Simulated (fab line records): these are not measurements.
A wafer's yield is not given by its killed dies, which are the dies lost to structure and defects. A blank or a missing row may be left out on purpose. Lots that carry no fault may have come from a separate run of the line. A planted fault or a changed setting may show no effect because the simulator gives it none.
fab line records	flow berkeley-cmos170
record: lots: 5	wafers: 27
route steps=331 shown PWELL@39 SPACER@171 CONTACT@234 V1@254 V2@306 M3@331
start-h: start of the lot's first displayed wafer, in hours after the record's first day	wait-h: hours from the lot's prior step to this one	" as in the row above	L1.1+2: a row that stands for several wafers	- value missing, or start not given	* or withheld: withheld	< > ~ a bound
route shown NAME@n: names a module that has steps shown in the file, with the first one's number in the route	usual: average and standard deviation across the fault-free wafers	same: alike in all rows	chamber/n: place in a boat	sites: each site's reading	_std_site: how widely they spread, as a standard deviation	_edge_site: the outer-site mean with the inner-site mean subtracted	radius-mm: how far each site lies from the wafer's centre	mask NAME#n: copy n	behind: the most recent tool/chamber to have shaped the wafer	hold: why the lot went on hold/how many hours it stayed there/how the hold came to an end	device: whichever transistor did not switch (one of n, p or np)	end of line: tests of these same wafers at the route's end	a step given without rows: its recipe and nothing more	killed: count of dies lost to structure and defects at first sort (not the wafer's yield)	map: dies across one wafer; x = killed, . = not, _ = none there
set.NAME: the setting the step ran with; set.NAME@STEP: the setting that earlier step ran with	model.NAME: the simulator's own value behind a step, which no gauge read
lots with deliberately changed settings; one table per step, one row per wafer
== steps ==
step: UCB170_PWELL_CVD_05
recipe: material: Si3N4	target-thk-nm: 220	temp-c: 800	precursor: SiH2Cl2/NH3	time-s: 3300	pressure-mtorr: 200	sih2cl2-flow-sccm: 25	nh3-flow-sccm: 75
lot.wafer	tool	chamber	start-h	wait-h	set.time-s	model.Si3N4_of_PWELL_CVD_05.thk-nm
L079.1	-	-	-	0.0	1571	103.5
L079.2	"	-	"	"	1571	104.1
L079.3	"	-	"	"	1571	103.4
L079.4	"	-	"	"	1571	102.5
L079.5	"	-	"	"	1571	103
L079.6	"	-	"	"	1571	102.7
L080.1	-	-	-	0.0	1519	99.6
L080.2	"	-	"	"	1519	98.02
L080.3	"	-	"	"	1519	99.4
L080.4	"	-	"	"	1519	98.28
L080.5	"	-	"	"	1519	98.99
L080.6	"	-	"	"	1519	100.2
L082.3	lpcvd-01	0	100.08	0.0	3300	218.9
L082.4	"	0	"	"	3300	221.8
L082.5	"	0	"	"	3300	219.8
L083.1	-	-	-	0.0	1545	105.5
L083.2+6	"	-	"	"	1545	106.7
L083.3	"	-	"	"	1545	107.4
L083.4	"	-	"	"	1545	105
L083.5	"	-	"	"	1545	103.6
L084.1	-	-	-	0.0	3300	221.3
L084.2	"	-	"	"	3300	222.3
L084.3	"	-	"	"	3300	220.5
L084.4	"	-	"	"	3300	219
L084.5	"	-	"	"	3300	221.9
L084.6	"	-	"	"	3300	220.8
step: UCB170_PWELL_THK_MEAS_06
recipe: reads: Si3N4_of_PWELL_CVD_05
usual: PWELL_NITRIDE_THK: 219.6/2.1
lot.wafer	tool	chamber	start-h	wait-h	set.time-s@PWELL_CVD_05	PWELL_NITRIDE_THK[nm]
L079.1	film-metro-02	-	-	-	1571	103.4
L079.2	"	-	"	"	1571	104.1
L079.3	"	-	"	"	1571	103.4
L079.4	"	-	"	"	1571	102.5
L079.5	"	-	"	"	1571	103.1
L079.6	"	-	"	"	1571	102.7
L080.1	film-metro-02	-	-	-	1519	99.6
L080.2	"	-	"	"	1519	98.0
L080.3	"	-	"	"	1519	99.4
L080.4	"	-	"	"	1519	98.4
L080.5	"	-	"	"	1519	99.0
L080.6	"	-	"	"	1519	100.2
L083.1	film-metro-02	-	-	-	1545	105.5
L083.2	"	-	"	"	1545	106.8
L083.3	"	-	"	"	1545	107.4
L083.4	"	-	"	"	1545	105.0
L083.5	"	-	"	"	1545	103.7
L083.6	"	-	"	"	1545	106.8
L084.1	film-metro-04	-	-	-	3300	221.5
L084.2	"	-	"	"	3300	222.3
L084.3	"	-	"	"	3300	220.5
L084.4	"	-	"	"	3300	219.1
L084.5	"	-	"	"	3300	222.0
L084.6	"	-	"	"	3300	220.9
L082.3	film-metro-03	-	102.01	0.0	3300	219.0
L082.4	"	-	"	"	3300	221.8
L082.5	"	-	"	"	3300	219.8
step: UCB170_PWELL_HMDS_07
recipe: prime-time-s: 60	prime-temp-c: 100
step: UCB170_PWELL_COAT_08
recipe: resist: KrF	spin-rpm: 1500	resist-thk-nm: 900
step: UCB170_PWELL_DEVELOP_12
recipe: developer: TMAH	develop-time-s: 45	resist: KrF	dev-temp-c: 21
step: UCB170_PWELL_ETCH_14
recipe: chemistry: CH3F/Ar/O2	target: Si3N4	stop-on: SiO2	CH3F_flow_sccm: 20	Ar_flow_sccm: 50	O2_flow_sccm: 7	pressure-mtorr: 50	rf-w: 450	target-depth-a: 2420	over-etch-frac: 0.1	time-s: 151
usual: oes-product-au: 0.948/0.019
lot.wafer	tool	chamber	start-h	wait-h	set.time-s@PWELL_CVD_05	oes-product-au	model.etch.depth-nm
L079.1	rie-diel-01	1	77.28	0.0	1571	0.650	103.5
L079.2	"	0	"	"	1571	0.620	104.1
L079.3	"	3	"	"	1571	0.635	103.4
L079.4	"	2	"	"	1571	0.649	102.5
L079.5	"	3	"	"	1571	0.638	103
L079.6	"	2	"	"	1571	0.648	102.7
L080.1	rie-diel-03	0	91.87	0.0	1519	0.661	99.6
L080.2	"	2	"	"	1519	0.649	98.02
L080.3	"	1	"	"	1519	0.628	99.4
L080.4	"	3	"	"	1519	0.634	98.28
L080.5	"	1	"	"	1519	0.644	98.99
L080.6	"	2	"	"	1519	0.648	100.2
L082.3	rie-diel-03	2	103.06	0.0	3300	0.974	218.9
L082.4	"	3	"	"	3300	0.951	221.8
L082.5	"	1	"	"	3300	0.951	219.8
L083.1	rie-diel-01	1	103.17	0.0	1545	0.653	105.5
L083.2	"	0	"	"	1545	0.634	106.7
L083.3	"	2	"	"	1545	0.668	107.4
L083.4	"	3	"	"	1545	0.642	105
L083.5	"	3	"	"	1545	0.633	103.6
L083.6	"	2	"	"	1545	0.661	106.7
L084.1	rie-diel-02	0	103.33	0.0	3300	0.953	221.3
L084.2	"	2	"	"	3300	0.981	222.3
L084.3	"	1	"	"	3300	0.949	220.5
L084.4	"	3	"	"	3300	0.942	219
L084.5	"	2	"	"	3300	0.974	221.9
L084.6	"	3	"	"	3300	0.929	220.8
step: UCB170_SPACER_CVD_00
recipe: material: SiO2	target-thk-nm: 376	temp-c: 390	precursor: TEOS/O2	time-s: 47	rf-w: 550	pressure-mtorr: 9000
lot.wafer	tool	chamber	start-h	wait-h	set.time-s	model.SiO2_of_SPACER_CVD_00.thk-nm
L079.1	pecvd-02	2	191.04	0.0	31.62	248
L079.2	"	0	"	"	31.62	248.1
L079.3	"	1	"	"	47	369
L079.4	"	2	"	"	47	378.2
L079.5	"	0	"	"	31.62	252.8
L079.6	"	1	"	"	47	368.4
L080.1	pecvd-01	2	196.39	0.0	72.94	568.8
L080.2	"	1	"	"	72.94	569.9
L080.3	"	0	"	"	47	366.6
L080.4	"	1	"	"	72.94	575.6
L080.5	"	0	"	"	47	373
L080.6	"	2	"	"	47	369.3
L083.1	pecvd-02	0	196.57	0.0	47	372.8
L083.2	"	2	"	"	47	371.7
L083.3	"	1	"	"	47	366.1
L083.4	"	2	"	"	61.79	498.9
L083.5	"	1	"	"	61.79	495.9
L083.6	"	0	"	"	61.79	495
L082.3	pecvd-02	2	199.26	0.0	47	370.1
L082.4	"	1	"	"	47	370.3
L082.5	"	2	"	"	47	376.7
L084.1	pecvd-03	1	201.18	0.0	47	372.5
L084.2	"	2	"	"	47	367.6
L084.3	"	0	"	"	47	374.4
L084.4	"	0	"	"	47	382.6
L084.5	"	1	"	"	47	375.2
L084.6	"	2	"	"	47	370.8
step: UCB170_SPACER_THK_MEAS_01
recipe: reads: SiO2_of_SPACER_CVD_00
usual: SPACER_TEOS_THK: 371/5.7
lot.wafer	tool	chamber	start-h	wait-h	set.time-s@SPACER_CVD_00	SPACER_TEOS_THK[nm]
L079.1	film-metro-02	-	191.08	0.0	31.62	248
L079.2	"	-	"	"	31.62	248
L079.3	"	-	"	"	47	369
L079.4	"	-	"	"	47	378
L079.5	"	-	"	"	31.62	253
L079.6	"	-	"	"	47	368
L080.1	film-metro-03	-	196.43	0.0	72.94	569
L080.2	"	-	"	"	72.94	570
L080.3	"	-	"	"	47	366
L080.4	"	-	"	"	72.94	576
L080.5	"	-	"	"	47	373
L080.6	"	-	"	"	47	369
L083.1	film-metro-02	-	196.61	0.0	47	373
L083.2	"	-	"	"	47	371
L083.3	"	-	"	"	47	366
L083.4	"	-	"	"	61.79	499
L083.5	"	-	"	"	61.79	496
L083.6	"	-	"	"	61.79	495
L082.3	film-metro-01	-	199.32	0.0	47	370
L082.4	"	-	"	"	47	370
L082.5	"	-	"	"	47	377
L084.1	film-metro-02	-	201.22	0.0	47	373
L084.2	"	-	"	"	47	367
L084.3	"	-	"	"	47	374
L084.4	"	-	"	"	47	383
L084.5	"	-	"	"	47	375
L084.6	"	-	"	"	47	371
step: UCB170_SPACER_ANNEAL_02
recipe: temp-c: 900	time-s: 1800	ambient: N2
step: UCB170_SPACER_ETCHBACK_03
recipe: stop-on: Si	target: SiO2	chemistry: CHF3/CF4/Ar	CHF3_flow_sccm: 50	cf4-flow-sccm: 10	Ar_flow_sccm: 120	pressure-mtorr: 200	rf-w: 500	target-depth-a: 3760	time-s: 100
lot.wafer	tool	chamber	start-h	wait-h	set.time-s@SPACER_CVD_00	model.etch.depth-nm
L079.1	rie-diel-04	0	195.86	0.0	31.62	248
L079.2	"	2	"	"	31.62	248.1
L079.3	"	1	"	"	47	369
L079.4	"	3	"	"	47	378.2
L079.5	"	0	"	"	31.62	252.8
L079.6	"	1	"	"	47	368.4
L080.1	rie-diel-01	2	199.73	0.0	72.94	434.8
L080.2	"	0	"	"	72.94	422.8
L080.3	"	3	"	"	47	366.6
L080.4	"	1	"	"	72.94	428.9
L080.5	"	1	"	"	47	373
L080.6	"	0	"	"	47	369.3
L083.1	rie-diel-02	2	199.73	0.0	47	372.8
L083.2	"	1	"	"	47	371.7
L083.3	"	0	"	"	47	366.1
L083.4	"	3	"	"	61.79	432.3
L083.5	"	3	"	"	61.79	433
L083.6	"	0	"	"	61.79	437.2
L082.3	rie-diel-04	1	202.56	0.0	47	370.1
L082.4	"	0	"	"	47	370.3
L082.5	"	0	"	"	47	376.7
L084.1	rie-diel-02	0	205.17	0.0	47	372.5
L084.2	"	3	"	"	47	367.6
L084.3	"	2	"	"	47	374.4
L084.4	"	0	"	"	47	382.6
L084.5	"	2	"	"	47	375.2
L084.6	"	3	"	"	47	370.8
step: UCB170_CONTACT_ETCH_18
recipe: chemistry: CHF3/CF4/Ar	target: PSG	stop-on: TiSi2	CHF3_flow_sccm: 45	cf4-flow-sccm: 15	Ar_flow_sccm: 150	pressure-mtorr: 200	rf-w: 700	target-depth-a: 8400	over-etch-frac: 0.2	time-s: 195
usual: oes-product-au: 0.904/0.017
lot.wafer	tool	chamber	start-h	wait-h	set.target-depth-a	oes-product-au	model.CONTACT.feature-depth-nm	model.etch.depth-nm	model.KrF_of_CONTACT_COAT_10.thk-nm
L079.1	rie-diel-03	3	-	-	6512	1.008	653.5	653.5	738.8
L079.2	"	0	"	"	8400	0.924	702.8	702.8	697
L079.3	"	2	"	"	8400	0.930	705.4	705.4	691.3
L079.4	"	0	"	"	8400	0.926	705.1	705.1	693.9
L079.5	"	2	"	"	6512	1.037	656.1	656.1	738.6
L079.6	"	3	"	"	6512	1.005	660.7	660.7	735.1
L083.1	rie-diel-02	1	-	-	8400	0.890	695.5	695.5	687
L083.2	"	0	"	"	10520	0.809	698.4	698.4	638.8
L083.3	"	3	"	"	8400	0.894	700.4	700.4	688.3
L083.4	"	2	"	"	10520	0.804	693.5	693.5	646
L083.5	"	2	"	"	8400	0.924	698	698	695
L083.6	"	1	"	"	10520	0.787	690.6	690.6	635.5
L082.3	rie-diel-01	3	-	-	8400	0.876	691	691	692.6
L082.4	"	1	"	"	8400	0.897	690.5	690.5	693
L082.5	"	3	"	"	8400	0.875	694.6	694.6	692.4
L080.1	rie-diel-03	3	-	-	4515	1.018	456.9	456.9	782.4
L080.2	"	0	"	"	4515	1.033	450.3	450.3	783.8
L080.3	"	2	"	"	8400	0.929	709.3	709.3	694.9
L080.4	"	2	"	"	8400	0.922	702.6	702.6	690.5
L080.5	"	3	"	"	4515	1.014	453.6	453.6	784.3
L080.6	"	0	"	"	8400	0.922	705.7	705.7	694.3
L084.1	rie-diel-02	0	-	-	12150	0.758	706.2	706.2	601.3
L084.2	"	1	"	"	12150	0.739	708.7	708.7	595.8
L084.3	"	2	"	"	8400	0.929	706.7	706.7	692.2
L084.4	"	3	"	"	8400	0.895	707	707	690.9
L084.5	"	3	"	"	12150	0.731	708.6	708.6	605.3
L084.6	"	2	"	"	8400	0.928	705.1	705.1	697.8
step: UCB170_V1_CVD_00
recipe: material: SiO2	target-thk-nm: 2000	temp-c: 390	precursor: TEOS/O2	time-s: 250	rf-w: 550	pressure-mtorr: 9000
lot.wafer	tool	chamber	start-h	wait-h	set.time-s	model.SiO2_of_V1_CVD_00.thk-nm
L079.1	pecvd-04	0	215.20	0.0	250	1978
L079.2	"	2	"	"	250	1986
L079.3	"	2	"	"	250	2030
L079.4	"	0	"	"	250	2026
L079.5	"	2	"	"	250	2041
L079.6	"	0	"	"	250	2010
L082.3	pecvd-04	1	217.87	0.0	250	1993
L082.4	"	1	"	"	250	2024
L082.5	"	2	"	"	250	2017
L083.1	pecvd-01	2	217.87	0.0	174.6	1342
L083.2	"	0	"	"	250	1999
L083.3	"	1	"	"	174.6	1357
L083.4	"	1	"	"	174.6	1425
L083.5	"	0	"	"	250	2013
L083.6	"	2	"	"	250	2019
L080.1	pecvd-01	1	219.20	0.0	319.8	2525
L080.2	"	2	"	"	250	1963
L080.3	"	0	"	"	319.8	2552
L080.4	"	0	"	"	250	2024
L080.5	"	1	"	"	319.8	2587
L080.6	"	2	"	"	250	2011
L084.1	pecvd-04	0	220.53	0.0	164	1290
L084.2	"	2	"	"	164	1291
L084.3	"	1	"	"	164	1317
L084.4	"	2	"	"	250	1992
L084.5	"	0	"	"	250	2007
L084.6	"	1	"	"	250	1998
step: UCB170_V1_THK_MEAS_01
recipe: reads: SiO2_of_V1_CVD_00
usual: V1_TEOS_THK: 2007/25
lot.wafer	tool	chamber	start-h	wait-h	set.time-s@V1_CVD_00	V1_TEOS_THK[nm]
L079.1	film-metro-02	-	215.43	0.2	250	1980
L079.2	"	-	"	"	250	1987
L079.3	"	-	"	"	250	2029
L079.4	"	-	"	"	250	2025
L079.5	"	-	"	"	250	2040
L079.6	"	-	"	"	250	2009
L083.1	film-metro-02	-	218.02	0.1	174.6	1343
L083.2	"	-	"	"	250	1999
L083.3	"	-	"	"	174.6	1357
L083.4	"	-	"	"	174.6	1426
L083.5	"	-	"	"	250	2015
L083.6	"	-	"	"	250	2021
L082.3	film-metro-03	-	218.04	0.1	250	1993
L082.4	"	-	"	"	250	2024
L082.5	"	-	"	"	250	2018
L080.1	film-metro-01	-	219.35	0.1	319.8	2524
L080.2	"	-	"	"	250	1962
L080.3	"	-	"	"	319.8	2553
L080.4	"	-	"	"	250	2026
L080.5	"	-	"	"	319.8	2588
L080.6	"	-	"	"	250	2011
L084.1	film-metro-01	-	220.69	0.1	164	1291
L084.2	"	-	"	"	164	1291
L084.3	"	-	"	"	164	1318
L084.4	"	-	"	"	250	1992
L084.5	"	-	"	"	250	2009
L084.6	"	-	"	"	250	1998
step: UCB170_V2_ETCH_14
recipe: chemistry: CHF3/CF4/Ar	target: SiO2	stop-on: Al	CHF3_flow_sccm: 45	cf4-flow-sccm: 15	Ar_flow_sccm: 150	pressure-mtorr: 200	rf-w: 700	target-depth-a: 12500	over-etch-frac: 0.25	time-s: 291
lot.wafer	tool	chamber	start-h	wait-h	set.time-s	model.etch.depth-nm	model.V2.feature-depth-nm	model.KrF_of_V2_COAT_07.thk-nm
L079.1	rie-diel-03	0	223.00	0.0	291	999.6	999.6	611.4
L079.2	"	1	"	"	175.8	754.2	754.2	716.4
L079.3	"	3	"	"	291	999.9	999.9	605.4
L079.4	"	2	"	"	175.8	755.2	755.2	714.9
L079.5	"	1	"	"	175.8	757	757	715
L079.6	"	0	"	"	291	1000	1000	609.4
L082.3	rie-diel-01	1	225.98	0.0	291	999.8	999.8	610.6
L082.4	"	2	"	"	291	999.6	999.6	601.9
L082.5	"	2	"	"	291	1000	1000	606.5
L080.1	rie-diel-01	1	231.21	0.0	291	1001	1001	614.8
L080.2	"	3	"	"	437.6	998.9	1014	481.9
L080.3	"	0	"	"	291	1001	1001	613.6
L080.4	"	2	"	"	291	999.3	999.3	603.4
L080.5	"	0	"	"	437.6	1000	1016	481.9
L080.6	"	3	"	"	437.6	998.4	1013	479.1
L083.1	rie-diel-02	0	231.69	0.0	128.7	557.1	557.1	762.1
L083.2	"	1	"	"	291	999.7	1000	598.1
L083.3	"	3	"	"	291	1000	1000	610.1
L083.4	"	2	"	"	128.7	542.9	542.9	767
L083.5	"	0	"	"	291	997.8	997.8	607.4
L083.6	"	3	"	"	128.7	562.8	562.8	761.5
L084.1	rie-diel-01	3	232.42	0.0	291	999.6	999.6	613.9
L084.2	"	1	"	"	291	1000	1000	614.3
L084.3	"	0	"	"	291	1001	1001	615.1
L084.4	"	2	"	"	291	1001	1001	608.6
L084.5	"	0	"	"	291	1000	1000	613.7
L084.6	"	1	"	"	291	1001	1001	614.1
step: UCB170_V2_STRIP_15
recipe: chemistry: O2	power-w: 400	pressure-mtorr: 3500	platen-temp-c: withheld	o2-flow-sccm: 400	overash-fraction: 0.5
usual: strip-time-to-endpoint-s: 15.33/0.13
lot.wafer	tool	chamber	start-h	wait-h	set.time-s@V2_ETCH_14	strip-time-to-endpoint-s
L079.1	plasma-asher-04	1	223.18	0.1	291	15.37
L079.2	"	0	"	"	175.8	17.79
L079.3	"	1	"	"	291	15.20
L079.4	"	0	"	"	175.8	17.75
L079.5	"	1	"	"	175.8	17.74
L079.6	"	0	"	"	291	15.30
L082.3	plasma-asher-03	0	226.20	0.1	291	15.32
L082.4	"	1	"	"	291	15.12
L082.5	"	1	"	"	291	15.22
L080.1	plasma-asher-04	0	231.38	0.1	291	15.43
L080.2	"	1	"	"	437.6	12.29
L080.3	"	0	"	"	291	15.39
L080.4	"	1	"	"	291	15.15
L080.5	"	1	"	"	437.6	12.28
L080.6	"	0	"	"	437.6	12.21
L083.1	plasma-asher-03	1	231.87	0.1	128.7	18.88
L083.2	"	0	"	"	291	15.01
L083.3	"	1	"	"	291	15.32
L083.4	"	0	"	"	128.7	19.00
L083.5	"	0	"	"	291	15.24
L083.6	"	1	"	"	128.7	18.87
L084.1	plasma-asher-04	0	232.60	0.1	291	15.41
L084.2	"	1	"	"	291	15.42
L084.3	"	1	"	"	291	15.42
L084.4	"	0	"	"	291	15.29
L084.5	"	1	"	"	291	15.40
L084.6	"	0	"	"	291	15.41
step: UCB170_V2_CD_MEAS_90
recipe: target-cd-nm: 700
usual: cd-nm: 700.3/1.6
lot.wafer	tool	chamber	start-h	wait-h	set.time-s@V2_ETCH_14	cd-nm
L079.1	cd-sem-01	-	223.28	0.1	291	697.7
L079.2	"	-	"	"	175.8	694.9
L079.3	"	-	"	"	291	698.0
L079.4	"	-	"	"	175.8	696.1
L079.5	"	-	"	"	175.8	694.8
L079.6	"	-	"	"	291	700.0
L082.3	cd-sem-02	-	226.30	0.1	291	698.6
L082.4	"	-	"	"	291	697.7
L082.5	"	-	"	"	291	697.8
L080.1	cd-sem-01	-	231.48	0.1	291	700.5
L080.2	"	-	"	"	437.6	706.6
L080.3	"	-	"	"	291	702.0
L080.4	"	-	"	"	291	700.7
L080.5	"	-	"	"	437.6	705.5
L080.6	"	-	"	"	437.6	707.5
L083.1	cd-sem-01	-	231.97	0.1	128.7	695.0
L083.2	"	-	"	"	291	699.3
L083.3	"	-	"	"	291	700.3
L083.4	"	-	"	"	128.7	694.8
L083.5	"	-	"	"	291	701.5
L083.6	"	-	"	"	128.7	695.1
L084.1	cd-sem-01	-	232.70	0.1	291	701.9
L084.2	"	-	"	"	291	700.9
L084.3	"	-	"	"	291	702.5
L084.4	"	-	"	"	291	700.7
L084.5	"	-	"	"	291	703.0
L084.6	"	-	"	"	291	701.8
step: UCB170_M3_PROBE_99
lot.wafer	tool	chamber	start-h	wait-h	set.time-s@SPACER_CVD_00	model.etest.nplus-sal.line-ohm-um	model.etest.pmos_0p6.r-on-ohm-um	model.etest.pplus-sal.line-ohm-um
L079.1+5	prober-02	-	227.40	0.1	31.62	-	-	-
L079.2	prober-02	-	227.45	0.1	31.62	4.092	5603	4.229
L079.3	prober-02	-	227.50	0.2	47	5.178	8208	5.197
L079.4	prober-02	-	227.55	0.2	47	5.384	8201	5.502
L079.6	prober-02	-	227.65	0.2	47	-	-	-
L082.3	prober-02	-	230.50	0.2	47	5.148	8314	5.204
L082.4	prober-02	-	230.55	0.2	47	4.977	8342	4.998
L082.5	prober-02	-	230.60	0.2	47	5.129	8480	5.138
L080.1+2	prober-02	-	235.52	0.1	72.94	-	-	-
L080.3	prober-02	-	235.62	0.2	47	5.483	8680	5.531
L080.4	prober-02	-	235.67	0.2	72.94	1483	2.997e+04	2011
L080.5	prober-02	-	235.72	0.2	47	-	-	-
L080.6	prober-02	-	235.77	0.2	47	5.538	8640	5.555
L083.1	prober-01	-	235.75	0.1	47	5.55	8577	5.633
L083.2	prober-01	-	235.80	0.1	47	5.224	8557	5.305
L083.3	prober-01	-	235.85	0.2	47	5.091	8371	5.289
L083.4	prober-01	-	235.90	0.2	61.79	254.3	9002	225.9
L083.5	prober-01	-	235.95	0.2	61.79	217.8	8910	213.4
L083.6	prober-01	-	236.00	0.2	61.79	180.8	8795	206.8
L084.1	prober-02	-	236.47	0.1	47	5.107	8164	5.126
L084.2	prober-02	-	236.52	0.1	47	5.108	8306	5.112
L084.3	prober-02	-	236.57	0.2	47	5.503	8236	5.595
L084.4	prober-02	-	236.62	0.2	47	5.263	8333	5.299
L084.5	prober-02	-	236.67	0.2	47	5.456	8369	5.481
L084.6	prober-02	-	236.72	0.2	47	5.041	8176	5.181
killed by level:class
L082.3 WELLDRIVE:geometric-particle:open=1 SILICIDE:geometric-particle:open=1 V1:geometric-particle:open=1
L082.4 SACOX:geometric-particle:short=1
L082.5 ACTIVE:coat-microbubble-printed=2 GATE:geometric-particle:short=1 GATE:geometric-particle:open=1 M1:geometric-particle:short=1
== key ==
split: step: UCB170_PWELL_CVD_05	setting: time-s	stated: 3300	by: lot
response: step: UCB170_PWELL_CVD_05	reading: model.Si3N4_of_PWELL_CVD_05.thk-nm	change: +2.22	per: 1%	r: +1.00
response: step: UCB170_PWELL_THK_MEAS_06	reading: PWELL_NITRIDE_THK	change: +2.22	per: 1%	r: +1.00
response: step: UCB170_PWELL_ETCH_14	reading: oes-product-au	change: +0.00586	per: 1%	r: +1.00
response: step: UCB170_PWELL_ETCH_14	reading: model.etch.depth-nm	change: +2.22	per: 1%	r: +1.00
split: step: UCB170_SPACER_CVD_00	setting: time-s	stated: 47	by: wafer
response: step: UCB170_SPACER_CVD_00	reading: model.SiO2_of_SPACER_CVD_00.thk-nm	change: +3.74	per: 1%	r: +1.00
response: step: UCB170_SPACER_THK_MEAS_01	reading: SPACER_TEOS_THK	change: +3.75	per: 1%	r: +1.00
response: step: UCB170_SPACER_ETCHBACK_03	reading: model.etch.depth-nm	shape: bent	at-lowest: 249.6	at-stated: 372	at-highest: 428.8
response: step: UCB170_M3_PROBE_99	reading: model.etest.pmos_0p6.r-on-ohm-um	shape: bent	at-lowest: 5603	at-stated: 8372	at-highest: 2.997e+04
response: step: UCB170_M3_PROBE_99	reading: model.etest.pplus-sal.line-ohm-um	shape: bent	at-lowest: 4.229	at-stated: 5.322	at-highest: 2011
response: step: UCB170_M3_PROBE_99	reading: model.etest.nplus-sal.line-ohm-um	shape: bent	at-lowest: 4.092	at-stated: 5.261	at-highest: 1483
split: step: UCB170_CONTACT_ETCH_18	setting: target-depth-a	stated: 8400	by: wafer
response: step: UCB170_CONTACT_ETCH_18	reading: oes-product-au	change: -0.00321	per: 1%	r: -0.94
response: step: UCB170_CONTACT_ETCH_18	reading: model.CONTACT.feature-depth-nm	shape: bent	at-lowest: 453.6	at-stated: 701.3	at-highest: 707.8
response: step: UCB170_CONTACT_ETCH_18	reading: model.etch.depth-nm	shape: bent	at-lowest: 453.6	at-stated: 701.3	at-highest: 707.8
response: step: UCB170_CONTACT_ETCH_18	reading: model.KrF_of_CONTACT_COAT_10.thk-nm	change: -2	per: 1%	r: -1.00
split: step: UCB170_V1_CVD_00	setting: time-s	stated: 250	by: wafer
response: step: UCB170_V1_CVD_00	reading: model.SiO2_of_V1_CVD_00.thk-nm	change: +20.4	per: 1%	r: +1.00
response: step: UCB170_V1_THK_MEAS_01	reading: V1_TEOS_THK	change: +20.5	per: 1%	r: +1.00
split: step: UCB170_V2_ETCH_14	setting: time-s	stated: 291	by: wafer
response: step: UCB170_V2_ETCH_14	reading: model.etch.depth-nm	shape: bent	at-lowest: 554.3	at-stated: 1000	at-highest: 999.3
response: step: UCB170_V2_ETCH_14	reading: model.V2.feature-depth-nm	shape: bent	at-lowest: 554.3	at-stated: 1000	at-highest: 1014
response: step: UCB170_V2_ETCH_14	reading: model.KrF_of_V2_COAT_07.thk-nm	change: -2.71	per: 1%	r: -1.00
response: step: UCB170_V2_STRIP_15	reading: strip-time-to-endpoint-s	change: *	per: 1%	r: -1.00
response: step: UCB170_V2_CD_MEAS_90	reading: cd-nm	change: +0.098	per: 1%	r: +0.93
